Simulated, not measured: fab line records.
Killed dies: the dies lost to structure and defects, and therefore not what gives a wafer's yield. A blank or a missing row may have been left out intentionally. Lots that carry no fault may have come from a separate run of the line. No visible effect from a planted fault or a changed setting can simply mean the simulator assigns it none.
Which of the tools did it? ; flow berkeley_cmos170 ; 6 lots with 18 wafers sampled at 2 steps, on a route of 331 steps

== WHAT THE GAUGES SHOWED, per wafer ==
UCB170_M2_RS_MEAS_02: measures by four-point-probe.
lot;measured;on;M2_AL_RS (ohm/sq)
L892;day 8 06:00;film_metro-04;0.0322 0.0318 0.0318
L895;day 8 17:49;film_metro-04;0.0324 0.0321 0.0325
L897;day 8 18:47;film_metro-01;0.0321 0.0321 0.0322
L900;day 9 10:51;film_metro-02;0.0322 0.0324 0.0323
L910;day 11 14:16;film_metro-01;0.0327 0.0286 0.0287 0.0326 0.0286 0.0287
L912;day 12 11:07;film_metro-01;0.0329 0.0329 0.0329

== WHAT TOOL EACH LOT RAN ON (gives the tool, then ch and the chambers of the sampled wafers, and finally the start) ==
lot;UCB170_M2_SPUTTER_01
L892;pvd_sputter-01, day 8 05:55
L895;pvd_sputter-03, day 8 17:41
L897;pvd_sputter-03, day 8 18:42
L900;pvd_sputter-03, day 9 10:46
L910;pvd_sputter-04, day 11 14:09
L912;pvd_sputter-03, day 12 10:59
- UCB170_M2_SPUTTER_01: material Al, target thk 900 nm, time 120 s.

== THE ANSWER, worked out from the rows above alone ==
Rule: the usual values come from the lots themselves. Put in order of their means at a reading, lots are off if they are a third of the lots or fewer, leave a main group of 4 or more, and stand apart from it by a gap of 3 or more times the standard deviation of the main group's means; of several such gaps the widest counts. Not used: any main group whose means are identical at the precision the tables above print for the reading. Also off: a lot with no number at a reading for which 4 or more lots have one. The other lots that the step has rows for count as sound.
Off: L910, at UCB170_M2_RS_MEAS_02 (M2_AL_RS). The main group: mean 0.0323 ohm/sq, standard deviation 0.00032.
A tool fits if, at a process step before that reading, it ran every lot that is off, and no sound lot after the first of them. The gauges at UCB170_M2_RS_MEAS_02 are tried like those tools. One fits: pvd_sputter-04 at UCB170_M2_SPUTTER_01. It ran no sound lot before its first lot that is off in this sample, so the start can't be narrowed down.

== WHAT WAS PUT IN BY THE SIMULATOR ==
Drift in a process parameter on pvd_sputter-04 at UCB170_M2_SPUTTER_01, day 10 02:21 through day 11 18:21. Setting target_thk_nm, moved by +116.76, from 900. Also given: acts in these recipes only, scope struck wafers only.
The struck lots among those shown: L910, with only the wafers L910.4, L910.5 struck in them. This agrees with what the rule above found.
